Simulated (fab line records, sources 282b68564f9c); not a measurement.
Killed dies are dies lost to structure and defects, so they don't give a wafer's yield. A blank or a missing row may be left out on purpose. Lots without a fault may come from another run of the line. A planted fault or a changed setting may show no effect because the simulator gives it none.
Which tool did it? | flow rit_cmos | 7 lots, 21 wafers sampled, at 2 steps of a route of 202

WHAT THE GAUGES READ, wafer by wafer
RIT_NRETRO_TW_MEAS_10.
lot  | measured    | on            | NRETRO_TW
L977 | day 2 11:07 | film_metro-03 | 1058 1061 1058
L980 | day 3 02:41 | film_metro-03 | 1051 1049 1046
L983 | day 3 18:16 | film_metro-01 | 1022 1024 1024
L986 | day 4 10:27 | film_metro-02 | 1045 1050 1050
L988 | day 4 22:47 | film_metro-01 | 1024 1032 1027
L994 | day 6 00:20 | film_metro-01 | 1150 1152 1146 1150 1145 1153
L999 | day 7 00:56 | film_metro-01 | 1031 1036 1033

WHICH TOOL RAN EACH LOT (tool, then ch and the chambers of the sampled wafers, then the start)
lot  | RIT_NRETRO_IMPLANT_08
L977 | implanter-02 ch 0, day 2 10:48
L980 | implanter-04 ch 0, day 3 02:22
L983 | implanter-04 ch 0, day 3 17:57
L986 | implanter-02 ch 0, day 4 10:07
L988 | implanter-04 ch 0, day 4 22:28
L994 | implanter-04 ch 0, day 6 00:02
L999 | implanter-02 ch 0, day 7 00:37
- RIT_NRETRO_IMPLANT_08

THE ANSWER, worked out from the rows above alone
Rule: what is usual is taken from the lots themselves. Put in order of their means at a reading, lots are off if they are a third of the lots or fewer, leave a main group of 4 or more, and stand apart from it by a gap of 3 or more times the standard deviation of the main group's means; of several such gaps the widest counts. A main group whose means are all the same, to the digits that the tables above print for the reading, isn't used. A lot without any number at a reading at which 4 lots or more have one is off too. The other lots that the step has rows for count as sound.
Off: L994, at RIT_NRETRO_TW_MEAS_10 (NRETRO_TW). The main group: mean 1040, standard deviation 13.
A tool fits if, at a process step before that reading, it ran every lot that is off, and no sound lot after the first of them. The gauges at RIT_NRETRO_TW_MEAS_10 are tried like those tools. One fits: implanter-04 at RIT_NRETRO_IMPLANT_08. Its last sound lot is L988 (day 4 22:28), its first lot that is off L994 (day 6 00:02): a fault that began between those two fits.

WHAT THE SIMULATOR HAD PUT IN
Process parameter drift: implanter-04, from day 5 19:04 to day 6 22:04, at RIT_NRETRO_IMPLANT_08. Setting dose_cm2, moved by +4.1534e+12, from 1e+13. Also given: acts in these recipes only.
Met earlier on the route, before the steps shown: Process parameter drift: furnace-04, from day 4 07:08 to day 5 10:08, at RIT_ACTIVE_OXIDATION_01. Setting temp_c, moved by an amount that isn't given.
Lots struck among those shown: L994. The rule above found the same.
